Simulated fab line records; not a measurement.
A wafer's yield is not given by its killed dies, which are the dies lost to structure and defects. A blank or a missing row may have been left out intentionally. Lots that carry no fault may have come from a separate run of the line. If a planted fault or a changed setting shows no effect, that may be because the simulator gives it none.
2 desks, one fault	flow ritCmos	only its own numbers are on each desk; what lay behind them is given at the end

TOOL OWNER'S DESK, implanter-02
RIT_PRETRO_IMPLANT_08, tool's own readings: per-lot mean of the sampled wafers with a number, covering each lot this tool ran. Any lot whose mean is over 4 standard deviations away from the usual mean is out of limits and marked OUT; that distance is given in the brackets.
Columns: A = doseIonsCm2 at RIT_PRETRO_IMPLANT_08, usual 1.2001e+13; B = endStationPressureTorr at RIT_PRETRO_IMPLANT_08, usual 5.02e-06 Torr; C = faradayCurrentUA at RIT_PRETRO_IMPLANT_08, usual 38.1
lot	first seen here	A	B	C
L346	day 2 12:08	1.2000e+13	4.93e-06	38.3
L349	day 3 04:56	1.2008e+13	5.16e-06	38.0
L350	day 3 09:14	1.1989e+13	4.82e-06	37.3
L353	day 3 23:17	1.2008e+13	5.10e-06	37.8
L355	day 4 09:20	1.2012e+13	4.96e-06	38.3
L356	day 4 13:58	1.2019e+13	4.87e-06	38.4
L357	day 4 19:08	1.1982e+13	4.91e-06	38.5
L358	day 4 23:59	1.1995e+13	4.98e-06	38.4
L362	day 5 20:35	1.1991e+13	5.02e-06	37.7
L364	day 6 06:47	1.6332e+13 (+99 or more) OUT	5.26e-06	52.1 (+19) OUT
L365	day 6 10:29	1.6322e+13 (+99 or more) OUT	4.79e-06	52.6 (+20) OUT
This desk's verdict: out of limits on L364, L365, starting with L364 at day 6 06:47 (doseIonsCm2 at RIT_PRETRO_IMPLANT_08). L346, L349, L350, L353, L355, L356, L357, L358, L362: within limits.

THE METROLOGY DESK
What the gauges read for every lot (on any tool): the sampled wafers with a number, averaged. Any lot whose mean is over 4 standard deviations away from the usual mean is out of limits and marked OUT; that distance is given in the brackets.
Columns: A = PRETRO_TW at RIT_PRETRO_TW_MEAS_10, usual 470.4
lot	first seen here	A
L346	day 2 12:26	467.5
L348	day 2 23:35	466.4
L349	day 3 05:16	473.8
L350	day 3 09:33	470.3
L351	day 3 13:07	468.3
L353	day 3 23:37	472.7
L355	day 4 09:40	474.1
L356	day 4 14:17	466.4
L357	day 4 19:28	469.0
L358	day 5 00:17	471.7
L360	day 5 10:44	470.8
L362	day 5 20:53	469.1
L364	day 6 07:07	515.9 (+18) OUT
L365	day 6 10:49	520.6 (+20) OUT
This desk's finding: out of limits on L364, L365; first on L364, day 6 07:07 (PRETRO_TW at RIT_PRETRO_TW_MEAS_10). L346, L348, L349, L350, L351, L353, L355, L356, L357, L358, L360, L362: within limits.

BROUGHT TOGETHER
The tool owner's desk had the chance to raise an alarm at day 6 06:47 on L364, L365.
An alarm was possible from the metrology desk at day 6 07:07, on L364, L365.
The lots listed all ran RIT_PRETRO_IMPLANT_08 on implanter-02.

WHAT HAD BEEN PUT IN BY THE SIMULATOR
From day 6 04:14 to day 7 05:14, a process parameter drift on implanter-02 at RIT_PRETRO_IMPLANT_08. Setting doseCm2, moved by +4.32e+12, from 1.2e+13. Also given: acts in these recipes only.
Lots struck among those shown: L364, L365.
Hours from the fault's start to each desk's first reading out of limits: the tool owner's desk, 3; the metrology desk, 3.
